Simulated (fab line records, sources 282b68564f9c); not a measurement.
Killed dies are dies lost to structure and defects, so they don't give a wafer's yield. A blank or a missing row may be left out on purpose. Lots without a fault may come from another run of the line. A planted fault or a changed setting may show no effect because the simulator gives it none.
Which tool did it? | flow rit_cmos | 13 lots, 39 wafers sampled, at 2 steps of a route of 202

WHAT THE GAUGES READ, wafer by wafer
The record holds no reading of a measuring or inspecting step that can be judged against a usual standard deviation.

WHICH TOOL RAN EACH LOT (tool, then ch and the chambers of the sampled wafers, then the start)
lot  | RIT_SPACER_CLEAN_00            | RIT_M1_PROBE_99
L436 | wet_bench-03 ch 2, day 2 21:28 | -
L437 | wet_bench-04 ch 1, day 3 01:35 | -
L438 | wet_bench-03 ch 1, day 3 07:41 | prober-02, day 3 21:16
L440 | wet_bench-03 ch 0, day 3 17:36 | -
L441 | wet_bench-03 ch 1, day 3 22:49 | -
L442 | wet_bench-03 ch 2, day 4 07:56 | -
L443 | wet_bench-04 ch 3, day 4 08:10 | -
L447 | wet_bench-04 ch 1, day 5 04:24 | -
L448 | wet_bench-01 ch 3, day 5 12:10 | -
L451 | wet_bench-03 ch 3, day 6 02:49 | prober-01, day 6 16:28
L455 | wet_bench-04 ch 3, day 6 22:19 | -
L457 | wet_bench-01 ch 2, day 7 10:14 | -
L459 | wet_bench-01 ch 2, day 7 21:43 | -
- RIT_SPACER_CLEAN_00: cleans in SC1, time 600 s.
- RIT_M1_PROBE_99

WHAT THE TOOLS THEMSELVES READ (means of the sampled wafers that have a number; where no wafer has one, the mark that the record gives instead)
RIT_SPACER_CLEAN_00. Usual: run_length_s 628 s, standard deviation 3.6.
lot  | tool         | run_length_s (s) | flag
L436 | wet_bench-03 | 633              |
L437 | wet_bench-04 | 633              |
L438 | wet_bench-03 | 632              |
L440 | wet_bench-03 | 636              |
L441 | wet_bench-03 | 624              |
L442 | wet_bench-03 | 624              |
L443 | wet_bench-04 | 633              |
L447 | wet_bench-04 | 626              |
L448 | wet_bench-01 | 627              |
L451 | wet_bench-03 | 626              |
L455 | wet_bench-04 | 761              | OFF
L457 | wet_bench-01 | 626              |
L459 | wet_bench-01 | 626              |

RIT_M1_PROBE_99. Usual: killed_at_M0_to_M3 0.0, standard deviation 0.14; killed_at_contacts 0.1, standard deviation 0.31; killed_at_front_end 7, standard deviation 3.2; killed_dies 7, standard deviation 3.2; killed_on_rim 1.9, standard deviation 1.4; killed_open 3.6, standard deviation 1.9; killed_short 3.6, standard deviation 2.
lot  | tool      | killed_at_M0_to_M3 | killed_at_contacts | killed_at_front_end | killed_dies | killed_on_rim | killed_open | killed_short | flag
L438 | prober-02 | 0.0                | 0.0                | 8                   | 8           | 2.0           | 3.7         | 3.3          |
L451 | prober-01 | 0.0                | 0.0                | 8                   | 8           | 2.0           | 3.0         | 4.3          |

THE ANSWER, worked out from the rows above alone
Rule: a lot is off if the mean of its wafers that have a number lies more than 3 standard deviations from the usual mean. A lot without any number at a reading at which 4 lots or more have one is off too. The other lots that the step has rows for count as sound. The gauges are gone through in route order, then the tools' own readings, and for those a lot's mean is taken as printed above. The first step at which some lot is off is used, and at that step the reading that is off furthest; a lot without a number counts as furthest.
Off: L455, at RIT_SPACER_CLEAN_00 (run_length_s).
A tool fits if, at that step or a process step before it, it ran every lot that is off, and no sound lot after the first of them. One fits: wet_bench-04 at RIT_SPACER_CLEAN_00. Its last sound lot is L447 (day 5 04:24), its first lot that is off L455 (day 6 22:19): a fault that began between those two fits.
The tool's own readings at RIT_SPACER_CLEAN_00 bear it out: on the lots that are off they differ by more than 5 times the standard deviation of the sound lots' means. run_length_s reads 761 s there against 629 s on the sound lots.

WHAT THE SIMULATOR HAD PUT IN
Process parameter drift: wet_bench-04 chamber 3, from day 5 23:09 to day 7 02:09, at RIT_SPACER_CLEAN_00. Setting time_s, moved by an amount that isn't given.
Lots struck among those shown: L455. The rule above found the same.
